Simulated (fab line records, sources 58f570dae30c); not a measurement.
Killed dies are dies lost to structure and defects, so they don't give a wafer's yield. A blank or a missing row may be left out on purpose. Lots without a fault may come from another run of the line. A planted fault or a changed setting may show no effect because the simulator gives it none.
Which tool did it? | flow berkeley_cmos170 | 24 lots, 72 wafers sampled, at 5 steps of a route of 331

WHAT THE GAUGES READ, wafer by wafer
UCB170_NWELL_OVL_MEAS_12.
lot  | measured    | on         | NWELL_OVL (nm)
L074 | day 2 18:32 | overlay-01 | -9 -9 -9
L075 | day 2 18:49 | overlay-02 | 5 2 8
L076 | day 3 06:34 | overlay-01 | -3 -2 -7
L077 | day 3 06:39 | overlay-02 | 3 6 2
L078 | day 3 08:26 | overlay-01 | 4 1 2
L079 | day 3 19:35 | overlay-02 | -11 -10 -11
L080 | day 3 19:52 | overlay-01 | -6 -10 -16
L081 | day 3 20:03 | overlay-01 | -11 -5 -7
L082 | day 4 04:55 | overlay-01 | 3 2 -7
L083 | day 4 11:25 | overlay-02 | 11 1 5
L084 | day 4 13:05 | overlay-01 | -1 -1 7
L086 | day 4 20:38 | overlay-01 | 0 -3 -3
L085 | day 4 20:44 | overlay-02 | -6 -8 1
L087 | day 5 09:49 | overlay-02 | -2 -5 -6
L089 | day 5 10:05 | overlay-02 | 4 -2 -2
L088 | day 5 10:22 | overlay-02 | 5 -3 0
L090 | day 6 03:15 | overlay-02 | -1 -4 0
L093 | day 6 12:57 | overlay-01 | 0 -12 -5
L092 | day 6 13:23 | overlay-02 | -7 1 -6
L094 | day 6 13:29 | overlay-01 | -4 -6 -6
L091 | day 6 13:40 | overlay-02 | -11 -4 -7
L095 | day 6 20:08 | overlay-01 | 4 6 2
L097 | day 7 04:16 | overlay-01 | 5 4 -7
L096 | day 7 05:18 | overlay-01 | -5 -2 -12

UCB170_PWELL_TW_MEAS_17.
lot  | measured    | on            | PWELL_TW
L074 | day 3 11:43 | film_metro-01 | 378.2 379.6 377.3
L075 | day 3 11:57 | film_metro-02 | 373.6 373.9 372.1
L076 | day 4 03:26 | film_metro-02 | 373.7 373.7 372.9
L077 | day 4 03:20 | film_metro-01 | 379.1 378.4 379.2
L078 | day 4 03:36 | film_metro-03 | 377.7 377.3 379.9
L079 | day 4 15:16 | film_metro-02 | 373.7 372.0 372.1
L080 | day 4 15:36 | film_metro-03 | 376.1 378.8 377.9
L081 | day 4 15:23 | film_metro-03 | 378.7 376.6 377.4
L082 | day 5 02:00 | film_metro-03 | 378.9 380.1 379.2
L083 | day 5 12:51 | film_metro-03 | 378.7 378.4 376.3
L084 | day 5 13:07 | film_metro-03 | 377.7 377.0 378.0
L086 | day 5 22:04 | film_metro-03 | 378.1 377.7 378.6
L085 | day 5 21:50 | film_metro-01 | 377.9 377.0 379.1
L087 | day 6 08:50 | film_metro-01 | 378.1 377.7 379.4
L089 | day 6 08:56 | film_metro-03 | 375.9 374.2 374.4
L088 | day 6 09:07 | film_metro-02 | 371.9 371.4 371.5
L090 | day 6 19:59 | film_metro-01 | 378.4 379.7 377.8
L093 | day 7 07:32 | film_metro-02 | 370.1 372.7 370.7
L092 | day 7 19:42 | film_metro-02 | 371.9 372.1 372.5
L094 | day 7 08:15 | film_metro-02 | 372.2 369.4 372.2
L091 | day 7 07:45 | film_metro-03 | 374.2 374.6 374.6
L095 | day 7 19:55 | film_metro-02 | 372.3 370.0 371.7
L097 | day 8 03:16 | film_metro-02 | 371.0 371.9 370.1
L096 | day 8 02:47 | film_metro-01 | 378.4 377.8 377.7

UCB170_GATE_THK_MEAS_02.
lot  | measured     | on            | GATE_OXIDE_THK (nm)
L074 | day 6 22:01  | film_metro-01 | 6.81 6.64 6.69
L075 | day 6 21:58  | film_metro-01 | 6.75 6.68 6.65
L076 | day 7 09:19  | film_metro-04 | 6.45 6.54 6.52
L077 | day 7 09:24  | film_metro-04 | 6.37 6.53 6.47
L078 | day 7 09:26  | film_metro-04 | 6.64 6.60 6.48
L079 | day 8 00:52  | film_metro-04 | 6.79 6.70 6.65
L080 | day 8 00:51  | film_metro-03 | 6.66 6.76 6.57
L081 | day 8 00:51  | film_metro-01 | 6.68 6.59 6.59
L082 | day 8 12:40  | film_metro-04 | 6.72 6.55 6.63
L083 | day 8 20:09  | film_metro-03 | 6.60 6.69 6.55
L084 | day 8 20:06  | film_metro-04 | 6.52 6.56 6.55
L086 | day 8 20:09  | film_metro-04 | 6.48 6.61 6.62
L085 | day 8 20:05  | film_metro-03 | 6.66 6.62 6.58
L087 | day 9 10:16  | film_metro-03 | 6.57 6.50 6.42
L089 | day 9 10:16  | film_metro-04 | 6.60 6.52 6.40
L088 | day 9 10:17  | film_metro-01 | 6.57 6.58 6.47
L090 | day 10 03:05 | film_metro-04 | 6.56 6.60 6.61
L093 | day 10 17:37 | film_metro-01 | 6.60 6.68 6.64
L092 | day 11 04:32 | film_metro-01 | 6.24 6.36 6.42
L094 | day 10 17:36 | film_metro-04 | 6.49 6.57 6.55
L091 | day 10 17:37 | film_metro-03 | 6.51 6.68 6.55
L095 | day 11 04:28 | film_metro-01 | 6.64 6.55 6.60
L097 | day 11 04:32 | film_metro-03 | 6.42 6.64 6.58
L096 | day 11 04:29 | film_metro-04 | 6.53 6.68 6.62

UCB170_PLDD_OVL_MEAS_07.
lot  | measured     | on         | PLDD_OVL (nm)
L074 | day 7 08:23  | overlay-02 | -2 1 1
L075 | day 7 08:08  | overlay-02 | 2 1 -6
L076 | day 7 20:13  | overlay-02 | 4 0 8
L077 | day 7 21:00  | overlay-01 | 2 0 -2
L078 | day 7 20:39  | overlay-01 | 11 1 2
L079 | day 8 13:20  | overlay-01 | 10 4 12
L080 | day 8 13:04  | overlay-02 | 0 1 0
L081 | day 8 12:43  | overlay-02 | -6 2 -5
L082 | day 8 23:28  | overlay-02 | -4 -5 -7
L083 | day 9 09:04  | overlay-01 | 0 13 1
L084 | day 9 08:35  | overlay-01 | -1 9 12
L086 | day 9 09:11  | overlay-01 | 0 -2 10
L085 | day 9 08:22  | overlay-02 | 7 -2 8
L087 | day 9 21:15  | overlay-01 | 13 12 -6
L089 | day 9 21:31  | overlay-01 | 5 11 -6
L088 | day 9 21:46  | overlay-01 | 3 -1 2
L090 | day 10 15:05 | overlay-02 | 7 5 0
L093 | day 11 03:44 | overlay-01 | 9 2 4
L092 | day 11 14:27 | overlay-01 | -2 1 2
L094 | day 11 04:00 | overlay-02 | 10 11 11
L091 | day 11 03:09 | overlay-01 | 2 -2 0
L095 | day 11 14:10 | overlay-01 | 9 8 8
L097 | day 11 14:35 | overlay-02 | 5 10 8
L096 | day 11 14:19 | overlay-01 | 14 11 5

WHICH TOOL RAN EACH LOT (tool, then ch and the chambers of the sampled wafers, then the start)
lot  | UCB170_PWELL_ETCH_14
L074 | rie_diel-04 ch 0,1,2, day 3 11:22
L075 | rie_diel-02 ch 0,2,3, day 3 11:36
L076 | rie_diel-02 ch 1,2,3, day 4 03:05
L077 | rie_diel-04 ch 0,2,3, day 4 02:58
L078 | rie_diel-01 ch 0,1,3, day 4 03:14
L079 | rie_diel-02 ch 0,2,3, day 4 14:54
L080 | rie_diel-01 ch 1,2, day 4 15:15
L081 | rie_diel-04 ch 0,1,3, day 4 15:02
L082 | rie_diel-01 ch 0,1,3, day 5 01:38
L083 | rie_diel-04 ch 0,2,3, day 5 12:29
L084 | rie_diel-01 ch 0,3, day 5 12:44
L086 | rie_diel-01 ch 0,1,2, day 5 21:42
L085 | rie_diel-04 ch 0,1,2, day 5 21:28
L087 | rie_diel-02 ch 1,3, day 6 08:28
L089 | rie_diel-04 ch 0,1,2, day 6 08:35
L088 | rie_diel-01 ch 1,3, day 6 08:44
L090 | rie_diel-04 ch 1,2, day 6 19:38
L093 | rie_diel-02 ch 1,2,3, day 7 07:11
L092 | rie_diel-02 ch 1,2,3, day 7 19:21
L094 | rie_diel-04 ch 0,3, day 7 07:54
L091 | rie_diel-01 ch 0,1,2, day 7 07:23
L095 | rie_diel-01 ch 0,1,2, day 7 19:34
L097 | rie_diel-04 ch 1,2, day 8 02:54
L096 | rie_diel-01 ch 0,1, day 8 02:25
- UCB170_PWELL_ETCH_14: etches Si3N4 in CH3F/Ar/O2, stops on SiO2, target depth 242 nm, time 151 s.

WHAT THE TOOLS THEMSELVES READ (means of the sampled wafers that have a number; where no wafer has one, the mark that the record gives instead)
UCB170_PWELL_ETCH_14.
lot  | tool        | O2_flow_sccm (sccm) | drypump_motor_current_A (A) | oes_product_au (a.u.) | throttle_valve_pct (%)
L074 | rie_diel-04 | 6.988               | 5.1                         | 0.926                 | 8.04
L075 | rie_diel-02 | 6.987               | 5.6                         | 0.938                 | 8.03
L076 | rie_diel-02 | 6.979               | 5.7                         | 0.930                 | 8.00
L077 | rie_diel-04 | 6.994               | 5.3                         | 0.932                 | 8.15
L078 | rie_diel-01 | 7.022               | 5.9                         | 0.946                 | 7.96
L079 | rie_diel-02 | 6.985               | 5.6                         | 0.944                 | 8.02
L080 | rie_diel-01 | 7.011               | 5.3                         | 0.944                 | 8.15
L081 | rie_diel-04 | 6.999               | 5.2                         | 0.932                 | 8.02
L082 | rie_diel-01 | 7.023               | 5.9                         | 0.943                 | 7.97
L083 | rie_diel-04 | 7.009               | 5.3                         | 0.924                 | 8.15
L084 | rie_diel-01 | 6.995               | 6.2                         | 0.954                 | 8.04
L086 | rie_diel-01 | 6.988               | 5.6                         | 0.950                 | 8.01
L085 | rie_diel-04 | 6.994               | 5.1                         | 0.923                 | 8.04
L087 | rie_diel-02 | 7.027               | 5.9                         | 0.933                 | 7.98
L089 | rie_diel-04 | 6.995               | 5.1                         | 0.920                 | 8.05
L088 | rie_diel-01 | 7.022               | 5.5                         | 0.946                 | 7.95
L090 | rie_diel-04 | 7.008               | 5.1                         | 0.921                 | 8.08
L093 | rie_diel-02 | 7.008               | 5.6                         | 0.930                 | 8.00
L092 | rie_diel-02 | 7.006               | 5.7                         | 0.937                 | 8.00
L094 | rie_diel-04 | 7.007               | 5.4                         | 0.944                 | 8.12
L091 | rie_diel-01 | 7.022               | 5.6                         | 0.934                 | 8.02
L095 | rie_diel-01 | 7.032               | 5.6                         | 0.943                 | 8.02
L097 | rie_diel-04 | 7.002               | 5.1                         | 0.914                 | 8.08
L096 | rie_diel-01 | 6.998               | 5.5                         | 0.944                 | 7.90

THE ANSWER, worked out from the rows above alone
Rule: what is usual is taken from the lots themselves. Put in order of their means at a reading, lots are off if they are a third of the lots or fewer, leave a main group of 4 or more, and stand apart from it by a gap of 3 or more times the standard deviation of the main group's means; of several such gaps the widest counts. A main group whose means are all the same, to the digits that the tables above print for the reading, isn't used. A lot without any number at a reading at which 4 lots or more have one is off too. The other lots that the step has rows for count as sound. The gauges are gone through in route order, then the tools' own readings, and for those a lot's mean is taken as printed above. The first step at which some lot is off is used, and at that step the reading that is off furthest; a lot without a number counts as furthest.
No lot is off at any reading shown: from this, nothing can be told.

WHAT THE SIMULATOR HAD PUT IN
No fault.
